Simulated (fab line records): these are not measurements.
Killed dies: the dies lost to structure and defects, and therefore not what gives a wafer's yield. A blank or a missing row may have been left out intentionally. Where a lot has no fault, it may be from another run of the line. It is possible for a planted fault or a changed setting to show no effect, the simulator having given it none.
Matching of chambers    flow berkeley-cmos170    UCB170_V1_CMP_02 on cmp-02: 4 sister chambers
The step polishes SiO2. 4 wafers are shown with their chamber, then 9 later ones without.

WAFERS PAIRED WITH THEIR CHAMBERS
wafer   chamber  motor-current-A (A)
L191.1  1        16.4
L199.3  2        17.1
L199.5  0        15.7
L199.6  3        17.9

WAFERS MISSING THEIR CHAMBER
wafer   motor-current-A (A)
L202.1  15.7
L202.3  15.7
L202.5  16.3
L201.4  18.0
L201.5  18.0
L201.6  16.8
L204.1  15.9
L204.5  16.6
L204.6  17.2

WHICH CHAMBER EACH WENT THROUGH
wafer    from the rows above       in truth
L202.1   0                         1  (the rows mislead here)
L202.3   0                         0
L202.5   1                         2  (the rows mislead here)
L201.4   3                         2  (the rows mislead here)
L201.5   3                         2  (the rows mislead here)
L201.6   can't be placed: 2 or 1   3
L204.1   can't be placed: 0 or 1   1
L204.5   can't be placed: 1 or 2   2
L204.6   2                         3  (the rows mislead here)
Correctly placed: 1 of 9. Not placeable from these rows: 3 (in 2, the candidates include the true chamber). 5 placed wrongly.
How it was worked out, from the rows above alone: a wafer's distance from a chamber is the root of the sum, over the readings, of the square of ((its reading less the chamber's mean) divided by the reading's scatter). If the next closest chamber is less than 2 further off than the closest, the wafer can't be placed; otherwise it belongs to the closest. A chamber's mean is the mean of its shown wafers. The scatter: with one shown wafer a chamber, the root of the mean of the squares of how far each hidden wafer lies from its nearest shown one.
